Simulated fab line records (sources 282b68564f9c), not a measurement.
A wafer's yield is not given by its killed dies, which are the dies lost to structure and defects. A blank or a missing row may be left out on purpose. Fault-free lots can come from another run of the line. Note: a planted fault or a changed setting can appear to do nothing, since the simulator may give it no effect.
2 desks, one fault | flow rit-cmos | each desk has only its own numbers; what lay behind them comes last

== AT THE METROLOGY DESK ==
Means of the sampled wafers that have a number, per lot and without regard to the tool the lot ran on: this is what the gauges read. A lot is out of limits, marked OUT, if its mean lies more than 4 standard deviations from the usual mean; the brackets give that distance.
Columns: A = ACTIVE_OXIDE_THK at RIT_ACTIVE_THK_MEAS_02, usual 46.8 nm; B = ACTIVE_NITRIDE_THK at RIT_ACTIVE_THK_MEAS_04, usual 150.4 nm; C = cd-nm at RIT_ACTIVE_CD_MEAS_11, usual 1399.9 nm; D = cd-nm at RIT_ACTIVE_CD_MEAS_90, usual 1399.9 nm; E = FOX1_OXIDE_THK at RIT_FOX1_THK_MEAS_01, usual 349 nm; F = FOX2_OXIDE_THK at RIT_FOX2_THK_MEAS_01, usual 348 nm; G = FIELD_OXIDE_LEFT_1_THK at RIT_FOX2_THK_MEAS_90, usual 321 nm
lot  | first seen here | A    | B     | C      | D      | E   | F   | G
L596 | day 1 17:03     | 46.6 | 152.5 | 1396.8 | 1396.9 | 348 | 340 | 313
L602 | day 2 23:04     | 46.8 | 148.8 | 1398.7 | 1398.4 | 347 | 348 | 320
L611 | day 4 21:21     | 46.5 | 150.2 | 1400.4 | 1400.6 | 350 | 355 | 328
L614 | day 5 11:55     | 47.7 | 149.4 | 1401.7 | 1401.7 | 354 | 353 | 326
L618 | day 6 07:03     | 47.9 | 150.5 | 1396.6 | 1396.8 | 339 | 341 | 314
Finding of this desk: none of the 5 lots has anything out of limits.

== TOOL OWNER'S DESK, rie-diel-01 ==
The tool's own readings at RIT_ACTIVE_ETCH_13 (etches Si3N4 in SF6, stops on SiO2, time 210 s, target depth 210 nm): means of the sampled wafers that have a number, for each lot that ran on this tool. A lot is out of limits, marked OUT, if its mean lies more than 4 standard deviations from the usual mean; the brackets give that distance.
Columns: A = drypump-motor-current-A at RIT_ACTIVE_ETCH_13, usual 5.9 A; B = oes-product-au at RIT_ACTIVE_ETCH_13, usual 0.826 a.u.; C = throttle-valve-pct at RIT_ACTIVE_ETCH_13, usual 7.55 %
lot  | first seen here | A   | B     | C
L611 | day 5 00:11     | 5.9 | 0.814 | 7.46
L614 | day 5 14:42     | 5.5 | 0.779 | 7.47
Finding of this desk: none of the 2 lots has anything out of limits.

== TAKEN TOGETHER ==
The metrology desk saw nothing out of limits.
The tool owner's desk saw nothing out of limits.

== WHAT THE SIMULATOR HAD INSERTED ==
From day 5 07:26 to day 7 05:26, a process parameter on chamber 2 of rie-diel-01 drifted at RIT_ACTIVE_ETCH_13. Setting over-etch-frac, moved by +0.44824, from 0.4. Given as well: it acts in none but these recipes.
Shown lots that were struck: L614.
